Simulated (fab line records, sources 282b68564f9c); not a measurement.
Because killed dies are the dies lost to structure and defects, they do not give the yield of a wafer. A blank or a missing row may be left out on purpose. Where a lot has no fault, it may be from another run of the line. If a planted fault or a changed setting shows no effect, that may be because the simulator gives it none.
Which of the tools did it? | flow rit-cmos | 13 lots with 39 wafers sampled at 4 steps, on a route of 202 steps

WHAT THE GAUGES SHOWED, per wafer
RIT_NSD_OVL_MEAS_06.
lot  | measured    | on         | NSD_OVL (nm)
L651 | day 3 10:44 | overlay-01 | 0.1 -1.7 -0.9
L652 | day 3 16:38 | overlay-02 | -1.3 -3.7 -1.1
L654 | day 4 04:06 | overlay-01 | -4.5 -3.1 -3.3
L655 | day 4 05:49 | overlay-01 | - - -
L663 | day 6 03:37 | overlay-02 | -0.4 1.1 2.4
L664 | day 6 14:08 | overlay-01 | 0.4 -0.6 -1.6
L667 | day 6 20:01 | overlay-02 | 0.1 1.5 0.3
L666 | day 7 03:23 | overlay-01 | -1.3 -1.2 -1.7
L668 | day 7 04:49 | overlay-01 | -0.6 -1.5 0.5
L669 | day 7 10:01 | overlay-01 | 1.2 -0.3 -0.6
L670 | day 7 18:32 | overlay-02 | -2.3 -3.8 -1.4
L671 | day 8 00:05 | overlay-01 | 0.7 0.8 0.3
L672 | day 8 02:38 | overlay-01 | -1.7 -2.7 -2.1

RIT_NSD_TW_MEAS_10.
lot  | measured    | on            | NSD_TW
L651 | day 3 11:15 | film-metro-01 | 3122 3124 3112
L652 | day 3 17:08 | film-metro-01 | 3097 3150 3139
L654 | day 4 04:37 | film-metro-02 | 3092 3075 3072
L655 | day 4 06:19 | film-metro-03 | 30 30 30
L663 | day 6 04:07 | film-metro-02 | 3071 3094 3084
L664 | day 6 14:40 | film-metro-02 | 3075 3097 3060
L667 | day 6 20:31 | film-metro-02 | 3080 3079 3069
L666 | day 7 03:55 | film-metro-01 | 3075 3066 3088
L668 | day 7 05:20 | film-metro-03 | 3125 3135 3127
L669 | day 7 10:32 | film-metro-01 | 3085 3100 3095
L670 | day 7 19:04 | film-metro-03 | 3134 3134 3138
L671 | day 8 00:35 | film-metro-01 | 3111 3124 3104
L672 | day 8 03:09 | film-metro-03 | 3139 3127 3133

RIT_PSD_TW_MEAS_10.
lot  | measured    | on            | PSD_TW
L651 | day 3 12:48 | film-metro-01 | 3438 3438 3446
L652 | day 3 18:41 | film-metro-02 | 3357 3363 3352
L654 | day 4 06:02 | film-metro-02 | 3401 3381 3390
L655 | day 4 07:52 | film-metro-03 | 3651 3659 3630
L663 | day 6 05:52 | film-metro-01 | 3438 3407 3419
L664 | day 6 16:05 | film-metro-01 | 3424 3422 3422
L667 | day 6 22:28 | film-metro-02 | 3390 3374 3363
L666 | day 7 05:20 | film-metro-01 | 3407 3370 3391
L668 | day 7 06:57 | film-metro-03 | 3425 3427 3410
L669 | day 7 11:58 | film-metro-01 | 3385 3394 3399
L670 | day 7 20:37 | film-metro-03 | 3424 3427 3437
L671 | day 8 02:20 | film-metro-03 | 3449 3436 3447
L672 | day 8 04:34 | film-metro-02 | 3385 3402 3378

WHAT TOOL EACH LOT RAN ON (gives the tool, then ch and the chambers of the sampled wafers, and finally the start)
lot  | RIT_NSD_EXPOSE_03
L651 | iline-stepper-02 ch 0, day 3 10:20
L652 | iline-stepper-01 ch 0, day 3 16:14
L654 | iline-stepper-02 ch 0, day 4 03:43
L655 | iline-stepper-02 ch 0, day 4 05:25
L663 | iline-stepper-01 ch 0, day 6 03:13
L664 | iline-stepper-02 ch 0, day 6 13:46
L667 | iline-stepper-01 ch 0, day 6 19:34
L666 | iline-stepper-01 ch 0, day 7 03:01
L668 | iline-stepper-01 ch 0, day 7 04:26
L669 | iline-stepper-02 ch 0, day 7 09:38
L670 | iline-stepper-01 ch 0, day 7 18:11
L671 | iline-stepper-02 ch 0, day 7 23:41
L672 | iline-stepper-02 ch 0, day 8 02:16
- RIT_NSD_EXPOSE_03: exposes mask M9, target cd 40700 nm.

AS READ BY THE TOOLS THEMSELVES (means over the sampled wafers that have a number; for cases with no such wafer, the mark the record gives instead)
The record holds no such reading with a usual standard deviation.

THE ANSWER, worked out from the rows above alone
Rule: the usual values come from the lots themselves. The widest of any qualifying gaps counts: lots, ordered by their means at a reading, are off when they make up no more than a third of the lots, leave a main group of 4 or more, and stand apart from it by 3 or more times the standard deviation of that group's means. A main group whose means are all the same, to the digits that the tables above print for the reading, isn't used. Also off: a lot with no number at a reading for which 4 or more lots have one. All remaining lots with rows at the step are treated as sound. First the gauges in route order, then the tools' own readings, where a lot's mean is used as printed above. At the first step where some lot is off, the reading lying furthest off is the one used; lots without a number count as furthest.
Off: at RIT_NSD_OVL_MEAS_06 (NSD_OVL), L655. Without a number there: L655. The main group has a mean of -0.9 nm with a standard deviation of 1.4.
If a tool, at a process step before that reading, ran all the lots that are off and no sound lot after the first of them, it fits. Not tried: the gauges at RIT_NSD_OVL_MEAS_06; whatever is off there is also off at RIT_NSD_TW_MEAS_10, on other tools, and gauge error can't account for it. Not one of the candidates tried fits.

WHAT HAD BEEN PUT IN BY THE SIMULATOR
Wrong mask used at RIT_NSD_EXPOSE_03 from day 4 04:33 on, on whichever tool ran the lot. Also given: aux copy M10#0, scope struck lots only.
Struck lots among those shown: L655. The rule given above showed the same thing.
